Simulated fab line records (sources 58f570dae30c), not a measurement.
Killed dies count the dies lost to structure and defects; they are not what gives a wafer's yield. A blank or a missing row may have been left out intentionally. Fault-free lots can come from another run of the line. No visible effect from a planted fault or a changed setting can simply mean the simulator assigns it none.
A lot that was struck, set against a sound lot :: flow berkeleyCmos170 :: 15 steps out of a route of 331
Sound: these wafers, L494.1, L494.4, L494.5. Struck: wafers L500.1, L500.6. (L500.5 of the same lot was not struck and is left out.) The cause comes at the end.
Per side, at each step with rows, come the tool, then ch with its chambers, and then its first start. Under that, the readings that differ: sound wafers :: struck wafers :: difference of the means :: sigmas: that difference in standard deviations of wafers without a fault.
alike: same words and numbers on both sides, and readings whose means sit less than 2 such deviations apart. not compared: any withheld reading, any reading some wafer has no value for, any bound like >300 that may hide the same value, and any number with overlapping values for which the record gives no deviation.
Wherever a step has rows on one side only, a row that says differs or no value, or a row with sigmas, the two part there. Numbers that don't overlap but have no deviation are shown without sigmas and don't part them. A reading missing from all wafers of one side parts the sides only when that side holds two or more wafers.

first, 1 step without rows for these wafers: UCB170_CONTACT_CLEAN_20 (cleans in SPM, time 600 s).
UCB170_M1_SPUTTER_00: material Al, target thk 600 nm, time 80 s.
  sound on pvdSputter-02, day 10 10:19; struck on pvdSputter-02, day 13 04:22
  alike: throttleValvePct
UCB170_M1_RS_MEAS_01: a four-point-probe measurement.
  sound on filmMetro-02, day 10 10:23; struck on filmMetro-03, day 13 04:25
  alike: M1_AL_RS
UCB170_M1_THK_MEAS_02: measures by xrf.
  sound on filmMetro-02, day 10 10:30; struck on filmMetro-03, day 13 04:32
  alike: M1_AL_THK
then, 6 steps without rows for these wafers: UCB170_M1_COAT_03; UCB170_M1_COAT_04 (resist thk 900 nm); UCB170_M1_SOFTBAKE_05 (time 60 s); UCB170_M1_EXPOSE_06 (exposes mask METAL1, target cd 700 nm); UCB170_M1_PEB_07; UCB170_M1_DEVELOP_08 (develop time 45 s).
UCB170_M1_CD_MEAS_09: the cd target is 700 nm.
  sound on cdSem-02, day 10 11:39; struck on cdSem-01, day 13 05:37
  alike: cdNm
UCB170_M1_OVL_MEAS_10:
  sound on overlay-02, day 10 11:46; struck on overlay-02, day 13 05:44
  alike: M1_OVL
UCB170_M1_ETCH_11: etches BARC in N2/H2.
  sound on rieDiel-04 ch 0,1, day 10 11:48; struck on rieDiel-01 ch 0, day 13 05:46
reading: chamberPressureMTorr (mTorr)
sound: 29.974 29.946 29.974
struck: 45.003 44.997
difference: +15.035
sigmas: +99 or more

reading: drypumpMotorCurrentA (A)
sound: 6.0 6.5 6.5
struck: 5.3 5.3
difference: -1.0
sigmas: -2

reading: oesProductAu (a.u.)
sound: 1.002 1.021 1.033
struck: 0.944 0.945
difference: -0.074
sigmas: -3
  alike: throttleValvePct
UCB170_M1_METAL_ETCH_12: etches Al in Cl2/BCl3, stops on PSG, target depth 780 nm, time 130 s.
  sound on rieMetal-03 ch 0, day 10 11:51; struck on rieMetal-01 ch 0, day 13 05:49
reading: drypumpMotorCurrentA (A)
sound: 4.7 4.7 4.7
struck: 6.4 6.4
difference: +1.7
sigmas: +3

reading: throttleValvePct (%)
sound: 24.06 24.07 24.05
struck: 24.46 24.46
difference: +0.40
sigmas: +2
  alike: chamberPressureMTorr, oesProductAu
  not compared: rfHoursCounterH
following that, these wafers have no rows for 1 step: UCB170_M3_PROBE_99.

## WHERE THEY PART
Last at UCB170_M1_METAL_ETCH_12 as far as this record goes, first at UCB170_M1_ETCH_11.

WHY: what had been put in by the simulator
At UCB170_M1_ETCH_11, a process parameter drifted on rieDiel-01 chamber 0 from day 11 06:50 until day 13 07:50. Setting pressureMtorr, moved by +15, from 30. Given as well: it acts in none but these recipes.
